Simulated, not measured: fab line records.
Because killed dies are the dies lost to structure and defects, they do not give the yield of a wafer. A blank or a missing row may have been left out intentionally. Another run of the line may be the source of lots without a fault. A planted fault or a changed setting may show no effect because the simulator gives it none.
Chamber matching | flow berkeley cmos170 | UCB170_NWELL_ETCH_13 on rie diel-04: 4 sister chambers
The step etches Si3N4 in CH3F/Ar/O2, stops on SiO2, target depth 246.4 nm, time 154 s. 4 wafers are shown with their chamber, then 7 later ones without.

WAFERS, EACH WITH ITS CHAMBER
wafer  | chamber | drypump motor current A (A)
L083.6 | 2       | 5.4
L086.2 | 1       | 6.4
L089.2 | 0       | 5.7
L089.4 | 3       | 5.7

WAFERS WHOSE CHAMBER IS MISSING
wafer  | drypump motor current A (A)
L089.5 | 6.3
L094.1 | 5.7
L094.4 | 6.3
L094.5 | 5.4
L097.1 | 6.3
L097.2 | 5.7
L097.5 | 5.7

WHICH CHAMBER EACH WENT THROUGH
wafer  | from the rows above     | in truth
L089.5 | 1                       | 1
L094.1 | can't be placed: 0 or 3 | 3
L094.4 | 1                       | 1
L094.5 | 2                       | 2
L097.1 | 1                       | 1
L097.2 | can't be placed: 0 or 3 | 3
L097.5 | can't be placed: 0 or 3 | 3
Placed correctly: 4 of 7. Cannot be placed on the basis of these rows: 3; the candidates contain the true chamber in 3. Placed wrongly: 0.
How it was worked out, from the rows above alone: a wafer's distance from a chamber is the root of the sum, over the readings, of the square of ((its reading less the chamber's mean) divided by the reading's scatter). The wafer belongs to the nearest chamber; if the next one is less than 2 further off, it can't be placed. For every chamber, the mean is computed from those of its wafers that are shown. The scatter: root of mean squared gap, hidden wafer to nearest shown wafer, with one shown wafer a chamber.
